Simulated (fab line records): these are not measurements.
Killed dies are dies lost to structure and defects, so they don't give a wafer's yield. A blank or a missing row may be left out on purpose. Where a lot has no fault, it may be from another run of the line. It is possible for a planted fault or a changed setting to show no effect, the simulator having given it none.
Which tool is to blame? ; flow berkeley_cmos170 ; 18 wafers sampled from 6 lots at 1 step of a route of 331

## WHAT EACH GAUGE READ, for each wafer
UCB170_ACTIVE_THK_MEAS_03.
lot;measured;on;ACTIVE_OXIDE_THK (nm)
L432;day 4 21:37;film_metro-02;26.8 26.5 27.0
L433;day 5 08:06;film_metro-01;25.8 25.9 26.1
L436;day 5 14:19;film_metro-03;26.5 26.2 26.7
L438;day 6 08:35;film_metro-02;27.6 27.4 27.9
L441;day 6 15:49;film_metro-01;26.6 26.3 26.0
L444;day 7 11:55;film_metro-03;27.0 26.9 26.7

## EACH LOT AND THE TOOL THAT RAN IT (in order: tool; ch and the chambers of the sampled wafers; start)
No process step before these readings appears in the record.

## THE ANSWER, worked out from the rows above alone
Rule: the usual values come from the lots themselves. Put in order of their means at a reading, lots are off if they are a third of the lots or fewer, leave a main group of 4 or more, and stand apart from it by a gap of 3 or more times the standard deviation of the main group's means; of several such gaps the widest counts. If all means in a main group match to the digits the tables above print for the reading, that group is not used. Also off: a lot with no number at a reading for which 4 or more lots have one. All remaining lots with rows at the step are treated as sound.
No lot is off on any of the readings shown, so nothing can be concluded from this.

## WHAT HAD BEEN PUT IN BY THE SIMULATOR
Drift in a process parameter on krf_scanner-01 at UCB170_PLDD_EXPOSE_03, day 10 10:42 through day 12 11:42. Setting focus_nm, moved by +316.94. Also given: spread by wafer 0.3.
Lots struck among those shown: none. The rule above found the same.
